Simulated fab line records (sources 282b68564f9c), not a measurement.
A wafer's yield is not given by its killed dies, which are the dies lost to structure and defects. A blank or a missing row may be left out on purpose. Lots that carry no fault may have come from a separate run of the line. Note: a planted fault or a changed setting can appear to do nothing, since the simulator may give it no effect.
Comparing a struck lot with a sound one :: flow ritCmos :: 28 steps out of a route of 202
Sound: the wafers L489.1, L489.3, L489.5. Wafers struck: L499.1, L499.4, L499.5. At the end, the cause is stated.
Order at every step that has rows: each side's tool, ch and its chambers, its first start. Under that, the readings that differ: sound wafers :: struck wafers :: difference of the means :: sigmas: that difference in standard deviations of wafers without a fault.
alike: same words and numbers on both sides, and readings whose means sit less than 2 such deviations apart. not compared: any withheld reading, any reading some wafer has no value for, any bound like >300 that may hide the same value, and any number with overlapping values for which the record gives no deviation.
The two part at a step that has a row with sigmas, a row that says differs or no value, or rows on one side only. When numbers do not overlap yet have no deviation, they are printed without sigmas and do not part them. A reading missing from all wafers of one side parts the sides only when that side holds two or more wafers.

RIT_ACTIVE_BOW_MEAS_00:
  sound on filmMetro-03, day 1 15:00; struck on filmMetro-04, day 3 17:00
  alike: INCOMING_BOW
RIT_ACTIVE_OXIDATION_01: target thk 46.8 nm, ox time 3360 s.
  sound on furnace-01 ch 0, day 1 17:06; struck on furnace-01 ch 0, day 3 17:07
reading: spikeTcCentreC (C)
sound: 1003.5 1004.1 1002.8
struck: 964.2 963.4 962.8
difference: -40.0
sigmas: -25

reading: spikeTcLoadC (C)
sound: 1021.8 1022.9 1022.6
struck: 982.7 981.8 982.7
difference: -40.0
sigmas: -17

reading: spikeTcSourceC (C)
sound: 1021 1022 1022
struck: 981 981 980
difference: -41
sigmas: -12

reading: tubeCenterTempC (C)
sound: 1000 1000.1 999.89
struck: 959.91 959.97 960.11
difference: -40.00
sigmas: -99 or more

reading: tube_center_temp_C_max
sound: 1002.5 1002.5 1003.3
struck: 962.0 962.9 962.3
difference: -40.4
sigmas: -92

reading: zonePowerCentrePct (%)
sound: 45.0 44.8 45.3
struck: 43.4 43.3 43.2
difference: -1.7
sigmas: -3

reading: model.SiO2_of_ACTIVE_OXIDATION_01.thkNm (nm)
sound: 46.32 46.31 45.93
struck: 33.33 33.16 31.51
difference: -13.52
sigmas: 
RIT_ACTIVE_THK_MEAS_02:
  sound on filmMetro-03, day 1 19:02; struck on filmMetro-04, day 3 19:03
reading: ACTIVE_OXIDE_THK (nm)
sound: 46.4 46.4 45.9
struck: 33.3 33.2 31.5
difference: -13.6
sigmas: -17
then, 1 step without rows for these wafers: RIT_ACTIVE_CVD_03 (deposits Si3N4 from SiH2Cl2/NH3, target thk 150 nm, time 1500 s).
RIT_ACTIVE_THK_MEAS_04:
  sound on filmMetro-04, day 1 20:31; struck on filmMetro-04, day 3 21:34
  alike: ACTIVE_NITRIDE_THK
then, 6 steps without rows for these wafers: RIT_ACTIVE_HMDS_05 (prime time 60 s); RIT_ACTIVE_COAT_06 (resist thk 1000 nm); RIT_ACTIVE_SOFTBAKE_07 (time 60 s); RIT_ACTIVE_EXPOSE_08 (exposes mask M1, target cd 1400 nm); RIT_ACTIVE_PEB_09; RIT_ACTIVE_DEVELOP_10 (develop time 50 s).
RIT_ACTIVE_CD_MEAS_11: the cd target is 1400 nm.
  sound on cdSem-01, day 1 21:32; struck on cdSem-02, day 3 22:40
  alike: cdNm
then, 1 step without rows for these wafers: RIT_ACTIVE_HARDBAKE_12 (time 60 s).
RIT_ACTIVE_ETCH_13: etches Si3N4 in SF6, stops on SiO2, time 210 s, target depth 210 nm.
  sound on rieDiel-02 ch 0,3, day 1 21:49; struck on rieDiel-02 ch 0,3, day 3 23:05
  alike: SF6_flow_sccm, drypumpMotorCurrentA, oesProductAu, throttleValvePct
  not compared: rfHoursCounterH
RIT_ACTIVE_STRIP_14: strips in O2, time 180 s.
  sound on plasmaAsher-01 ch 0,1, day 1 21:57; struck on plasmaAsher-01 ch 0, day 3 23:17
  alike: drypumpMotorCurrentA
  not compared: rfHoursCounterH
RIT_ACTIVE_CD_MEAS_90: the cd target is 1400 nm.
  sound on cdSem-01, day 1 22:07; struck on cdSem-01, day 3 23:27
  alike: cdNm
then, 4 steps without rows for these wafers: RIT_ACTIVE_CLEAN_15 (cleans in SC1, time 600 s); RIT_ACTIVE_CLEAN_16 (cleans in dHF, time 30 s); RIT_ACTIVE_CLEAN_17 (cleans in SC2, time 600 s); RIT_FOX1_OXIDATION_00 (target thk 350.7 nm, ox time 1130 s).
RIT_FOX1_THK_MEAS_01:
  sound on filmMetro-04, day 2 03:50; struck on filmMetro-04, day 4 02:41
  alike: FOX1_OXIDE_THK
then, 2 steps without rows for these wafers: RIT_FOX1_WET_ETCH_02 (etches SiO2 in BOE, target depth 350 nm, time 390 s); RIT_FOX2_OXIDATION_00 (target thk 350.7 nm, ox time 1130 s).
RIT_FOX2_THK_MEAS_01:
  sound on filmMetro-04, day 2 05:24; struck on filmMetro-01, day 4 04:34
  alike: FOX2_OXIDE_THK
then, 1 step without rows for these wafers: RIT_FOX2_CLEAN_02 (cleans in dHF, time 180 s).
RIT_FOX2_WET_ETCH_03: etches Si3N4 in H3PO4, target depth 195 nm, time 2700 s.
  sound on wetBench-03 ch 3, day 2 05:31; struck on wetBench-04 ch 2, day 4 04:41
reading: model.SiO2_of_ACTIVE_OXIDATION_01.thkNm (nm)
sound: 40.77 40.78 40.46
struck: 29.15 29.07 27.58
difference: -12.07
sigmas: 
RIT_FOX2_THK_MEAS_90:
  sound on filmMetro-04, day 2 07:02; struck on filmMetro-04, day 4 07:43
  alike: FIELD_OXIDE_LEFT_1_THK
RIT_M1_PROBE_99:
  sound on prober-01, day 4 08:44; struck on prober-02, day 5 22:38
reading: killedOnRim
sound: 2 0 1
struck: 6 1 5
difference: +3
sigmas: +2

reading: model.etest.nldd.widthNm (nm)
sound: 3184 3157 3189
struck: 3284 3287 3297
difference: +113
sigmas: 

reading: model.etest.pldd.widthNm (nm)
sound: 3186 3186 3201
struck: 3286 3278 3298
difference: +96
sigmas: 

reading: model.etest.pplusSal.widthNm (nm)
sound: 3430 3435 3453
struck: 3523 3534 3541
difference: +93
sigmas: 

reading: model.etest.nplusSal.widthNm (nm)
sound: 3431 3437 3446
struck: 3532 3529 3545
difference: +97
sigmas: 

reading: model.etest.nmosNarrow.driveUaUm
sound: 232.4 234.8 238.2
struck: 255.6 258.4 258.9
difference: +22.5
sigmas: 

reading: model.etest.pmosNarrow.driveUaUm
sound: 105.8 107.7 109.7
struck: 112.3 112.7 113.7
difference: +5.2
sigmas: 
  alike: killedAtContacts, killedAtFrontEnd, killedDies, killedOpen, killedShort
  not compared: model.etest.nmos_0p3.rOnOhmUm, model.etest.nmos_0p3.driveUaUm

## WHERE THEY PART
At RIT_ACTIVE_OXIDATION_01 first; at RIT_M1_PROBE_99 last (within this record only).

WHY: what the simulator had put in
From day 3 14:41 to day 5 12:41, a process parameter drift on furnace-01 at RIT_ACTIVE_OXIDATION_01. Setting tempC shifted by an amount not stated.
